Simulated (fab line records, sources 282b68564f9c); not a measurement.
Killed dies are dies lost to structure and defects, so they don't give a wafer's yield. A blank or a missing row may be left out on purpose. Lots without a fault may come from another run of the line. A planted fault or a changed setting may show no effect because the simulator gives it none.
One fault seen from 2 desks | flow rit_cmos | each desk has only its own numbers; what lay behind them comes last

THE TOOL OWNER'S DESK: implanter-01
The tool's own readings at RIT_NLDD_IMPLANT_08: means of the sampled wafers that have a number, for each lot that ran on this tool. A lot is out of limits, marked OUT, if its mean lies more than 4 standard deviations from the usual mean; the brackets give that distance.
Columns: A = beam_energy_keV at RIT_NLDD_IMPLANT_08, usual 20.001
lot  | first seen here | A
L668 | day 2 23:10     | 19.994
L669 | day 3 00:44     | 20.001
L689 | day 7 10:56     | 19.657 (-61) OUT
L690 | day 7 15:41     | 19.651 (-63) OUT
This desk's finding: out of limits on L689, L690; first on L689, day 7 10:56 (beam_energy_keV at RIT_NLDD_IMPLANT_08). In limits: L668, L669.

THE METROLOGY DESK
What the gauges read, lot by lot, whatever tool the lot ran on: means of the sampled wafers that have a number. A lot is out of limits, marked OUT, if its mean lies more than 4 standard deviations from the usual mean; the brackets give that distance.
Columns: A = PWELL_OVL at RIT_PWELL_OVL_MEAS_06, usual 0.2 nm; B = NLDD_TW at RIT_NLDD_TW_MEAS_10, usual 2496
lot  | first seen here | A    | B
L668 | day 1 23:34     | 0.7  | 2502
L669 | day 2 04:46     | -0.8 | 2523
L670 | day 2 10:19     | -1.1 | 2519
L673 | day 2 23:04     | 2.1  | 2517
L674 | day 3 04:56     | -0.7 | 2523
L675 | day 3 12:58     | -0.4 | 2452
L677 | day 3 19:25     | 0.6  | 2450
L679 | day 4 05:07     | 0.3  | 2510
L680 | day 4 10:54     | 0.3  | 2527
L682 | day 4 20:56     | -0.3 | 2515
L683 | day 5 02:38     | 1.7  | 2509
L689 | day 6 09:24     | -1.6 | 2431
L690 | day 6 17:20     | 0.4  | 2418
L691 | day 6 21:23     | 0.3  | 2500
This desk's finding: nothing out of limits on any of the 14 lots.

PUT TOGETHER
The tool owner's desk could have raised an alarm at day 7 10:56, on L689, L690.
The metrology desk saw nothing out of limits.
The metrology desk has L689, L690 on record, within its limits.
Of the lots named, all ran RIT_NLDD_IMPLANT_08 on implanter-01.

WHAT THE SIMULATOR HAD PUT IN
Process parameter drift: implanter-01, from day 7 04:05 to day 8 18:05, at RIT_NLDD_IMPLANT_08. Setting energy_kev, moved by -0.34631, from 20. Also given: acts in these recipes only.
Lots struck among those shown: L689, L690.
Hours from the fault's start to each desk's first reading out of limits: the tool owner's desk, 7.
